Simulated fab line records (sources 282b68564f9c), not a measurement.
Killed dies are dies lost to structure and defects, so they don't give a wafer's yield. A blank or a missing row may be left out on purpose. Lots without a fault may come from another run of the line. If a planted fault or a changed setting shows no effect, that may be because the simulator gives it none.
fab line records | flow rit_cmos
[record] lots = 13 | wafers = 39 | last_day = 7
route steps=202 shown ACTIVE@19 GATE@83 SILICIDE@163 CONTACT@176 M1@202
lots untouched by any fault: they come from a run of this same line in which no faults occurred
start_h: the number of hours between the record's first day and the start of the first shown wafer of the lot | wait_h: how many hours have passed since the lot's step before this one | " the same as in the row above | L1.1+2: a row that stands for several wafers | - no value, or no start given | * or withheld: withheld | < > ~ a bound
route shown NAME@n: names a module that has steps shown in the file, with the first one's number in the route | usual: mean/standard deviation of fault-free wafers | same: alike in all rows | chamber/n: place in a boat | sites: each site's reading | _std_site: standard deviation across them | _edge_site: inner sites' mean taken away from outer sites' mean | radius_mm: for every site, how far away it sits from the centre of the wafer | mask NAME#n: copy n | behind: the last tool/chamber to shape the wafer | hold: why the lot went on hold/how many hours it stayed there/how the hold came to an end | device: the transistor (n, p or np) that didn't switch | end of line: at the end of the route, the tests of the same wafers | for a step that has no rows: nothing shown but its recipe | killed: count of dies lost to structure and defects at first sort (not the wafer's yield) | map: the dies of a wafer, with x for killed, . for not killed, _ for no die there
set.NAME: the setting as run; set.NAME@STEP: as run at that earlier step | model.NAME: the simulator's own value behind a step, which no gauge read
one table for each step of the route and one row for each wafer, over a sample of lots
services: when a tool's chamber went out of use (start_h, in hours from the record's first day, below 0 if earlier), for how many hours, and the reason
[[steps]]
[step RIT_ACTIVE_CLEAN_17]
[recipe] chemistry = SC2 | mix = 3:3:50 | time_s = 600 | temp_c = 75 | dry = n2_spin
lot.wafer  | tool         | chamber | start_h | wait_h
L525.1+3+4 | wet_bench-04 | 2       | 15.33   | 0.0
L526.2+4+5 | wet_bench-01 | 1       | 20.47   | 0.0
L527.1+3+6 | wet_bench-04 | 3       | 26.51   | 0.0
L528.3+4+6 | wet_bench-04 | 1       | 31.42   | 0.0
L535.2+3+4 | wet_bench-01 | 1       | 65.83   | 0.0
L538.2+3+4 | wet_bench-03 | 2       | 82.03   | 0.0
L540.1+3+5 | wet_bench-01 | 1       | 91.14   | 0.0
L541.1+4+5 | wet_bench-03 | 3       | 95.33   | 0.0
L542.1+4+6 | wet_bench-01 | 0       | 101.40  | 0.0
L543.3+4+5 | wet_bench-01 | 3       | 105.33  | 0.0
L546.3+4+6 | wet_bench-04 | 2       | 122.06  | 0.0
L547.2+3+5 | wet_bench-01 | 3       | 127.27  | 0.0
L548.2+5+6 | wet_bench-01 | 1       | 130.53  | 0.0
[step RIT_GATE_THK_MEAS_07]
[recipe] reads = SiO2_of_GATE_OXIDATION_05
[usual] GATE_OXIDE_THK = 3.03/0.071
lot.wafer | tool          | chamber | start_h | wait_h | GATE_OXIDE_THK[nm]
L525.1    | film_metro-03 | -       | 35.19   | 0.0    | 3.01
L525.3    | "             | -       | "       | "      | 3.10
L525.4    | "             | -       | "       | "      | 3.06
L526.2    | film_metro-02 | -       | 41.68   | 0.0    | 3.08
L526.4    | "             | -       | "       | "      | 3.06
L526.5    | "             | -       | "       | "      | 3.02
L527.1    | film_metro-03 | -       | 46.11   | 0.0    | 3.22
L527.3    | "             | -       | "       | "      | 3.15
L527.6    | "             | -       | "       | "      | 3.11
L528.3    | film_metro-04 | -       | 54.16   | 0.0    | 2.98
L528.4    | "             | -       | "       | "      | 3.01
L528.6    | "             | -       | "       | "      | 2.97
L535.2    | film_metro-04 | -       | 86.63   | 0.0    | 2.94
L535.3    | "             | -       | "       | "      | 2.94
L535.4    | "             | -       | "       | "      | 2.98
L538.2    | film_metro-02 | -       | 101.55  | 0.0    | 3.07
L538.3    | "             | -       | "       | "      | 3.08
L538.4    | "             | -       | "       | "      | 3.03
L540.1    | film_metro-03 | -       | 111.31  | 0.0    | 3.00
L540.3    | "             | -       | "       | "      | 3.04
L540.5    | "             | -       | "       | "      | 3.03
L541.1    | film_metro-02 | -       | 118.19  | 0.0    | 3.06
L541.4    | "             | -       | "       | "      | 3.04
L541.5    | "             | -       | "       | "      | 3.06
L542.1    | film_metro-02 | -       | 124.19  | 0.0    | 3.09
L542.4    | "             | -       | "       | "      | 3.19
L542.6    | "             | -       | "       | "      | 3.09
L543.3    | film_metro-03 | -       | 127.52  | 0.0    | 2.94
L543.4    | "             | -       | "       | "      | 2.98
L543.5    | "             | -       | "       | "      | 2.93
L546.3    | film_metro-02 | -       | 142.63  | 0.0    | 3.06
L546.4    | "             | -       | "       | "      | 3.10
L546.6    | "             | -       | "       | "      | 3.02
L547.2    | film_metro-02 | -       | 145.39  | 0.0    | 3.04
L547.3    | "             | -       | "       | "      | 3.00
L547.5    | "             | -       | "       | "      | 2.94
L548.2    | film_metro-03 | -       | 153.71  | 0.0    | 3.07
L548.5    | "             | -       | "       | "      | 3.03
L548.6    | "             | -       | "       | "      | 3.04
[step RIT_SILICIDE_RS_MEAS_02]
[recipe] thk_meas_gauge = four-point-probe | reads = Ti_of_SILICIDE_SPUTTER_01
[usual] SILICIDE_TI_RS = 47.9/0.92
lot.wafer | tool          | chamber | start_h | wait_h | SILICIDE_TI_RS[ohm/sq]
L525.1    | film_metro-02 | -       | 52.66   | 0.1    | 47.7
L525.3    | "             | -       | "       | "      | 46.6
L525.4    | "             | -       | "       | "      | 47.6
L526.2    | film_metro-04 | -       | 58.22   | 0.1    | 48.4
L526.4    | "             | -       | "       | "      | 47.2
L526.5    | "             | -       | "       | "      | 47.0
L527.1    | film_metro-02 | -       | 62.67   | 0.1    | 47.1
L527.3    | "             | -       | "       | "      | 47.6
L527.6    | "             | -       | "       | "      | 46.9
L528.3    | film_metro-02 | -       | 70.17   | 0.1    | 47.6
L528.4    | "             | -       | "       | "      | 47.5
L528.6    | "             | -       | "       | "      | 47.5
L535.2    | film_metro-04 | -       | 102.74  | 0.1    | 48.6
L535.3    | "             | -       | "       | "      | 48.0
L535.4    | "             | -       | "       | "      | 49.5
L538.2    | film_metro-02 | -       | 119.19  | 0.1    | 47.6
L538.3    | "             | -       | "       | "      | 48.9
L538.4    | "             | -       | "       | "      | 47.8
L540.1    | film_metro-02 | -       | 129.06  | 0.1    | 48.6
L540.3    | "             | -       | "       | "      | 48.6
L540.5    | "             | -       | "       | "      | 49.0
L541.1    | film_metro-03 | -       | 136.24  | 0.1    | 47.4
L541.4    | "             | -       | "       | "      | 46.8
L541.5    | "             | -       | "       | "      | 46.7
L542.1    | film_metro-02 | -       | 141.06  | 0.1    | 47.9
L542.4    | "             | -       | "       | "      | 49.3
L542.6    | "             | -       | "       | "      | 47.7
L543.3    | film_metro-02 | -       | 143.45  | 0.1    | 48.3
L543.4    | "             | -       | "       | "      | 50.0
L543.5    | "             | -       | "       | "      | 48.2
L546.3    | film_metro-03 | -       | 158.90  | 0.1    | 49.0
L546.4    | "             | -       | "       | "      | 48.3
L546.6    | "             | -       | "       | "      | 49.1
L547.2    | film_metro-02 | -       | 163.39  | 0.1    | 49.1
L547.3    | "             | -       | "       | "      | 48.3
L547.5    | "             | -       | "       | "      | 48.3
L548.2    | film_metro-03 | -       | 170.77  | 0.1    | 50.5
L548.5    | "             | -       | "       | "      | 50.7
L548.6    | "             | -       | "       | "      | 49.2
[step RIT_CONTACT_CD_MEAS_08]
[recipe] target_cd_nm = 1000
[usual] cd_nm = 999.7/2.4
lot.wafer | tool      | chamber | start_h | wait_h | cd_nm
L525.1    | cd_sem-02 | -       | 54.09   | -      | 1000.2
L525.3    | "         | -       | "       | "      | 998.9
L525.4    | "         | -       | "       | "      | 998.8
L526.2    | cd_sem-01 | -       | 59.65   | -      | 998.3
L526.4    | "         | -       | "       | "      | 999.3
L526.5    | "         | -       | "       | "      | 1000.7
L527.1    | cd_sem-02 | -       | 64.10   | -      | 1000.2
L527.3    | "         | -       | "       | "      | 998.4
L527.6    | "         | -       | "       | "      | 998.2
L528.3    | cd_sem-02 | -       | 71.82   | -      | 997.9
L528.4    | "         | -       | "       | "      | 999.2
L528.6    | "         | -       | "       | "      | 1000.8
L535.2    | cd_sem-02 | -       | 104.46  | -      | 997.3
L535.3    | "         | -       | "       | "      | 999.5
L535.4    | "         | -       | "       | "      | 997.0
L538.2    | cd_sem-01 | -       | 120.70  | -      | 997.8
L538.3    | "         | -       | "       | "      | 998.7
L538.4    | "         | -       | "       | "      | 999.7
L540.1    | cd_sem-02 | -       | 130.51  | -      | 1000.7
L540.3    | "         | -       | "       | "      | 1002.3
L540.5    | "         | -       | "       | "      | 1000.6
L541.1    | cd_sem-02 | -       | 137.68  | -      | 998.3
L541.4    | "         | -       | "       | "      | 998.6
L541.5    | "         | -       | "       | "      | 999.0
L542.1    | cd_sem-01 | -       | 142.62  | -      | 1000.1
L542.4    | "         | -       | "       | "      | 999.0
L542.6    | "         | -       | "       | "      | 1000.7
L543.3    | cd_sem-01 | -       | 145.21  | -      | 997.6
L543.4    | "         | -       | "       | "      | 997.4
L543.5    | "         | -       | "       | "      | 997.3
L546.3    | cd_sem-01 | -       | 160.49  | -      | 1004.3
L546.4    | "         | -       | "       | "      | 1004.1
L546.6    | "         | -       | "       | "      | 1003.2
L547.2    | cd_sem-02 | -       | 164.98  | -      | 998.1
L547.3    | "         | -       | "       | "      | 998.6
L547.5    | "         | -       | "       | "      | 998.6
L548.2    | cd_sem-02 | -       | 172.44  | -      | 1002.0
L548.5    | "         | -       | "       | "      | 1001.8
L548.6    | "         | -       | "       | "      | 1002.1
[step RIT_M1_PROBE_99]
[usual] killed_at_M0_to_M3 = 0.0/0.12 | killed_at_contacts = 0.1/0.25 | killed_at_front_end = 6.3/2.9 | killed_dies = 6.4/2.8 | killed_open = 3.3/2 | killed_short = 3.1/2
[same] gross_dies = 264 | killed_at_M4_up = 0 | killed_at_back_side = 0 | killed_at_other = 0
lot.wafer | tool      | chamber | start_h | wait_h | killed_at_M0_to_M3 | killed_at_contacts | killed_at_front_end | killed_dies | killed_open | killed_short
L525.1    | prober-01 | -       | 59.26   | 0.1    | 0                  | 0                  | 8                   | 8           | 5           | 3
L525.3    | prober-01 | -       | 59.36   | 0.2    | 0                  | 0                  | 12                  | 12          | 11          | 1
L525.4    | prober-01 | -       | 59.41   | 0.2    | 0                  | 0                  | 10                  | 10          | 3           | 7
L527.1    | prober-01 | -       | 69.29   | 0.1    | 0                  | 1                  | 3                   | 4           | 3           | 1
L527.3    | prober-01 | -       | 69.39   | 0.2    | 0                  | 0                  | 9                   | 9           | 5           | 4
L527.6    | prober-01 | -       | 69.54   | 0.2    | 0                  | 0                  | 6                   | 6           | 3           | 3
L528.3    | prober-02 | -       | 77.18   | 0.2    | 0                  | 0                  | 43                  | 43          | 3           | 4
L528.4    | prober-02 | -       | 77.23   | 0.2    | 0                  | 0                  | 39                  | 39          | 2           | 0
L528.6    | prober-02 | -       | 77.33   | 0.2    | 0                  | 0                  | 42                  | 42          | 4           | 3
L538.2    | prober-01 | -       | 126.20  | 0.1    | 0                  | 0                  | 7                   | 7           | 3           | 4
L538.3    | prober-01 | -       | 126.25  | 0.2    | 0                  | 0                  | 1                   | 1           | 1           | 0
L538.4    | prober-01 | -       | 126.30  | 0.2    | 0                  | 0                  | 7                   | 7           | 4           | 3
L540.1    | prober-01 | -       | 136.04  | 0.1    | 0                  | 0                  | 2                   | 2           | 1           | 1
L540.3    | prober-01 | -       | 136.14  | 0.2    | 0                  | 1                  | 2                   | 3           | 1           | 2
L540.5    | prober-01 | -       | 136.24  | 0.2    | 0                  | 0                  | 3                   | 3           | 2           | 1
L541.1    | prober-02 | -       | 142.90  | 0.1    | 0                  | 0                  | 3                   | 3           | 3           | 0
L541.4    | prober-02 | -       | 143.05  | 0.2    | 0                  | 0                  | 7                   | 7           | 5           | 2
L541.5    | prober-02 | -       | 143.10  | 0.2    | 0                  | 1                  | 3                   | 4           | 3           | 1
L542.1    | prober-01 | -       | 147.97  | 0.1    | 0                  | 1                  | 9                   | 10          | 4           | 6
L542.4    | prober-01 | -       | 148.12  | 0.2    | 0                  | 0                  | 6                   | 6           | 2           | 4
L542.6    | prober-01 | -       | 148.22  | 0.2    | 0                  | 0                  | 5                   | 5           | 3           | 2
L543.3    | prober-02 | -       | 150.57  | 0.2    | 0                  | 0                  | 8                   | 8           | 4           | 4
L543.4    | prober-02 | -       | 150.62  | 0.2    | 0                  | 0                  | 5                   | 5           | 3           | 2
L543.5    | prober-02 | -       | 150.67  | 0.2    | 0                  | 0                  | 6                   | 6           | 5           | 1
// killed by level:class
L525.1 REOX:geometric_particle:open=3 GATE:geometric_particle:open=2 REOX:geometric_particle:short=2 GATE:geometric_particle:short=1
L525.3 GATE:geometric_particle:open=7 SPACER:geometric_particle:open=2 FOX1:geometric_particle:open=1 FOX2:geometric_particle:open=1 REOX:geometric_particle:short=1
L525.4 REOX:geometric_particle:short=3 SPACER:geometric_particle:short=3 FOX1:geometric_particle:open=1 GATE:geometric_particle:open=1 SILICIDE:geometric_particle:short=1 SILICIDE:geometric_particle:open=1
L527.1 GATE:geometric_particle:open=1 GATE:geometric_particle:short=1 REOX:geometric_particle:open=1 CONTACT:geometric_particle:open=1
L527.3 REOX:geometric_particle:open=4 FOX1:geometric_particle:short=2 REOX:geometric_particle:short=2 GATE:geometric_particle:open=1
L527.6 SILICIDE:geometric_particle:open=2 FOX1:geometric_particle:short=1 GATE:geometric_particle:open=1 REOX:geometric_particle:short=1 SPACER:geometric_particle:short=1
L528.3 ACTIVE:unspecified=36 SILICIDE:geometric_particle:short=2 FOX2:geometric_particle:open=1 GATE:geometric_particle:short=1 GATE:geometric_particle:open=1 REOX:geometric_particle:short=1 REOX:geometric_particle:open=1
L528.4 ACTIVE:unspecified=37 GATE:geometric_particle:open=2
L528.6 ACTIVE:unspecified=35 REOX:geometric_particle:open=3 REOX:geometric_particle:short=2 GATE:geometric_particle:open=1 GATE:geometric_particle:short=1
L538.2 FOX1:geometric_particle:short=1 FOX1:geometric_particle:open=1 GATE:geometric_particle:open=1 GATE:geometric_particle:short=1 SPACER:geometric_particle:short=1 SILICIDE:geometric_particle:short=1 SILICIDE:geometric_particle:open=1
L538.3 SILICIDE:geometric_particle:open=1
L538.4 FOX1:geometric_particle:short=3 FOX1:geometric_particle:open=3 SILICIDE:geometric_particle:open=1
L540.1 GATE:geometric_particle:open=1 GATE:geometric_particle:short=1
L540.3 FOX2:geometric_particle:short=1 SPACER:geometric_particle:short=1 CONTACT:geometric_particle:open=1
L540.5 GATE:geometric_particle:open=2 GATE:geometric_particle:short=1
L541.1 GATE:geometric_particle:open=2 REOX:geometric_particle:open=1
L541.4 GATE:geometric_particle:open=2 FOX1:geometric_particle:open=1 FOX2:geometric_particle:open=1 GATE:geometric_particle:short=1 REOX:geometric_particle:short=1 SPACER:geometric_particle:open=1
L541.5 GATE:geometric_particle:open=2 GATE:geometric_particle:short=1 CONTACT:geometric_particle:open=1
L542.1 REOX:geometric_particle:short=3 GATE:geometric_particle:short=2 REOX:geometric_particle:open=2 SPACER:geometric_particle:short=1 SPACER:geometric_particle:open=1 CONTACT:geometric_particle:open=1
L542.4 FOX1:geometric_particle:short=2 FOX2:geometric_particle:open=1 GATE:geometric_particle:open=1 GATE:geometric_particle:short=1 SPACER:geometric_particle:short=1
L542.6 SILICIDE:geometric_particle:short=2 FOX1:geometric_particle:open=1 GATE:geometric_particle:open=1 REOX:geometric_particle:open=1
L543.3 SPACER:geometric_particle:open=2 FOX1:geometric_particle:short=1 FOX2:geometric_particle:open=1 GATE:geometric_particle:open=1 GATE:geometric_particle:short=1 SPACER:geometric_particle:short=1 SILICIDE:geometric_particle:short=1
L543.4 GATE:geometric_particle:short=2 FOX1:geometric_particle:open=1 GATE:geometric_particle:open=1 SPACER:geometric_particle:open=1
L543.5 GATE:geometric_particle:open=4 GATE:geometric_particle:short=1 REOX:geometric_particle:open=1
[[services]]
tool         | chamber | start_h | hours | kind
wet_bench-03 | -       | 91.67   | 1.9   | repair
[[key]]
[first_sign] step = RIT_M1_PROBE_99 | reading = killed_dies | direction = up | sigmas = 12 | usual = 6.4 | struck = 41.3
[effect] step = RIT_M1_PROBE_99 | reading = killed_at_front_end | direction = up | sigmas = 12 | usual = 6.3 | struck = 41.3
met_at RIT_ACTIVE_CLEAN_17
struck_lots L528
struck_wafers L528.3,L528.4,L528.6
tester_left_out L528
not_acting_at RIT_GATE_THK_MEAS_07,RIT_SILICIDE_RS_MEAS_02,RIT_CONTACT_CD_MEAS_08
[fault] kind = chamber_particle_source | tool = wet_bench-04 | chamber = 1 | onset_h = 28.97 | steps = RIT_ACTIVE_CLEAN_17 | rate_per_visit_cm2 = 1.2859 | end_h = 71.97
// tester_left_out: of these lots the tester's yield and bins aren't shown, on N5 and GAA mostly nor the transistor test; their killed dies are dies lost to structure and defects alone, not to doping, threshold or leakage, so they don't give the yield
